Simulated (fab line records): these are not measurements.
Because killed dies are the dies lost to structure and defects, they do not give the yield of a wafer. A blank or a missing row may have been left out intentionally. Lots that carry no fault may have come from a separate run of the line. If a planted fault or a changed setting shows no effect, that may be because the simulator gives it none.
Which tool is to blame? :: flow berkeley cmos170 :: 36 wafers from 12 lots sampled at 2 of the route's 331 steps

== WHAT THE GAUGES READ, wafer by wafer ==
UCB170_PWELL_THK_MEAS_03.
lot: L075
measured: day 3 09:10
on: film metro-02
PWELL_OXIDE_THK (nm): 26.3 26.7 26.6

lot: L077
measured: day 3 15:23
on: film metro-03
PWELL_OXIDE_THK (nm): 25.6 25.4 25.6

lot: L079
measured: day 3 19:24
on: film metro-03
PWELL_OXIDE_THK (nm): 25.9 25.9 26.2

lot: L082
measured: day 4 14:10
on: film metro-02
PWELL_OXIDE_THK (nm): 27.1 27.1 26.9

lot: L083
measured: day 4 14:10
on: film metro-04
PWELL_OXIDE_THK (nm): 27.1 27.2 26.8

lot: L085
measured: day 5 02:07
on: film metro-03
PWELL_OXIDE_THK (nm): 25.3 26.0 25.2

lot: L087
measured: day 6 00:59
on: film metro-02
PWELL_OXIDE_THK (nm): 26.5 25.7 26.1

lot: L089
measured: day 6 05:40
on: film metro-02
PWELL_OXIDE_THK (nm): 27.4 27.5 27.1

lot: L090
measured: day 6 05:46
on: film metro-02
PWELL_OXIDE_THK (nm): 25.9 25.7 25.7

lot: L093
measured: day 6 17:45
on: film metro-02
PWELL_OXIDE_THK (nm): 26.3 26.4 26.4

lot: L095
measured: day 6 20:10
on: film metro-02
PWELL_OXIDE_THK (nm): 26.7 26.1 26.4

lot: L097
measured: day 7 09:44
on: film metro-02
PWELL_OXIDE_THK (nm): 27.2 27.4 27.2

== WHAT TOOL EACH LOT RAN ON (gives the tool, then ch and the chambers of the sampled wafers, and finally the start) ==
lot: L075
UCB170_ZERO_ETCH_06: rie diel-01 ch 0,2,3, day 2 03:03

lot: L077
UCB170_ZERO_ETCH_06: rie diel-01 ch 0,2,3, day 2 14:32

lot: L079
UCB170_ZERO_ETCH_06: rie diel-04 ch 0,2,3, day 2 19:55

lot: L082
UCB170_ZERO_ETCH_06: rie diel-01 ch 0,1,3, day 3 11:33

lot: L083
UCB170_ZERO_ETCH_06: rie diel-03 ch 0,1,2, day 3 17:53

lot: L085
UCB170_ZERO_ETCH_06: rie diel-03 ch 0,1, day 4 02:17

lot: L087
UCB170_ZERO_ETCH_06: rie diel-01 ch 0,2,3, day 4 13:11

lot: L089
UCB170_ZERO_ETCH_06: rie diel-04 ch 0,1, day 5 03:07

lot: L090
UCB170_ZERO_ETCH_06: rie diel-01 ch 0,1,2, day 5 09:52

lot: L093
UCB170_ZERO_ETCH_06: rie diel-01 ch 0,2, day 5 22:32

lot: L095
UCB170_ZERO_ETCH_06: rie diel-03 ch 2,3, day 6 01:50

lot: L097
UCB170_ZERO_ETCH_06: rie diel-01 ch 2,3, day 6 13:45
- UCB170_ZERO_ETCH_06: etches SiO2 in CHF3/CF4/Ar, time 12 s.

== THE ANSWER, worked out from the rows above alone ==
Rule: usual is defined by the lots themselves. Put in order of their means at a reading, lots are off if they are a third of the lots or fewer, leave a main group of 4 or more, and stand apart from it by a gap of 3 or more times the standard deviation of the main group's means; of several such gaps the widest counts. Not used: any main group whose means are identical at the precision the tables above print for the reading. Also off: a lot with no number at a reading for which 4 or more lots have one. Where the step has rows for the other lots, those lots are counted as sound.
None of the lots is off at any reading shown; this tells nothing.

== WHAT WAS PUT IN BY THE SIMULATOR ==
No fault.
